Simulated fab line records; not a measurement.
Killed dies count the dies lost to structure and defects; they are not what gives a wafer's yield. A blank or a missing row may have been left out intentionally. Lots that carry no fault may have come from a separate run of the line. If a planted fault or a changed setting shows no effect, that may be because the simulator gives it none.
What tool caused it? ; flow rit-cmos ; 42 wafers from 14 lots sampled at 2 of the route's 202 steps

== WHAT THE GAUGES READ, wafer by wafer ==
RIT_NWELL_OVL_MEAS_06. Usual: NWELL_OVL gives 0.2 nm (standard deviation 1.4).
lot;measured;on;NWELL_OVL (nm);flag
L572;day 2 01:18;overlay-02;1.3 1.8 2.8;
L574;day 2 07:35;overlay-02;1.0 -0.6 -0.8;
L575;day 2 14:05;overlay-01;0.3 -1.8 -0.9;
L576;day 2 18:09;overlay-02;-1.5 0.2 0.1;
L577;day 2 22:52;overlay-02;1.5 0.8 2.8;
L578;day 3 03:52;overlay-01;1.0 0.8 1.1;
L580;day 3 13:29;overlay-02;1.0 0.9 -0.8;
L582;day 3 23:49;overlay-01;2.6 0.5 -0.6;
L589;day 5 14:57;overlay-01;-1.3 0.0 -1.5;
L590;day 5 16:59;overlay-01;-1.5 -0.9 -1.6;
L592;day 6 05:46;overlay-01;0.4 0.4 -0.1;
L593;day 6 09:41;overlay-02;0.0 0.0 0.1;
L594;day 6 12:01;overlay-02;3.4 1.3 -0.3;
L595;day 6 16:56;overlay-02;0.3 0.8 0.6;

RIT_PWELL_TW_MEAS_10. Usual: PWELL_TW gives 946 (standard deviation 5.4).
lot;measured;on;PWELL_TW;flag
L572;day 2 03:44;film-metro-04;951 950 949;
L574;day 2 09:53;film-metro-01;938 943 941;
L575;day 2 16:33;film-metro-04;946 946 948;
L576;day 2 20:26;film-metro-03;946 943 942;
L577;day 3 01:13;film-metro-04;958 951 946;
L578;day 3 06:09;film-metro-03;936 941 938;
L580;day 3 15:39;film-metro-03;948 949 948;
L582;day 4 02:13;film-metro-03;948 949 945;
L589;day 5 17:07;film-metro-01;944 945 948;
L590;day 5 19:08;film-metro-01;940 942 944;
L592;day 6 08:10;film-metro-01;947 946 944;
L593;day 6 11:59;film-metro-01;942 938 942;
L594;day 6 14:18;film-metro-01;945 942 939;
L595;day 6 19:13;film-metro-01;944 941 943;

== WHICH TOOL RAN EACH LOT (tool, then ch and the chambers of the sampled wafers, then the start) ==
The record holds no process step before these readings.

== WHAT THE TOOLS THEMSELVES READ (means of the sampled wafers that have a number; where no wafer has one, the mark that the record gives instead) ==
The record holds no such reading with a usual standard deviation.

== THE ANSWER, worked out from the rows above alone ==
Rule: take the mean of a lot's wafers that have a number; if it is more than 3 standard deviations from the usual mean, the lot is off. A lot without any number at a reading at which 4 lots or more have one is off too. Any other lot the step has rows for is counted as sound. Order of review: gauges by route order, followed by the tools' own readings, for which a lot's mean as printed above is used. The first step at which some lot is off is used, and at that step the reading that is off furthest; a lot without a number counts as furthest.
No lot is off at any reading shown: from this, nothing can be told.

== WHAT THE SIMULATOR HAD PUT IN ==
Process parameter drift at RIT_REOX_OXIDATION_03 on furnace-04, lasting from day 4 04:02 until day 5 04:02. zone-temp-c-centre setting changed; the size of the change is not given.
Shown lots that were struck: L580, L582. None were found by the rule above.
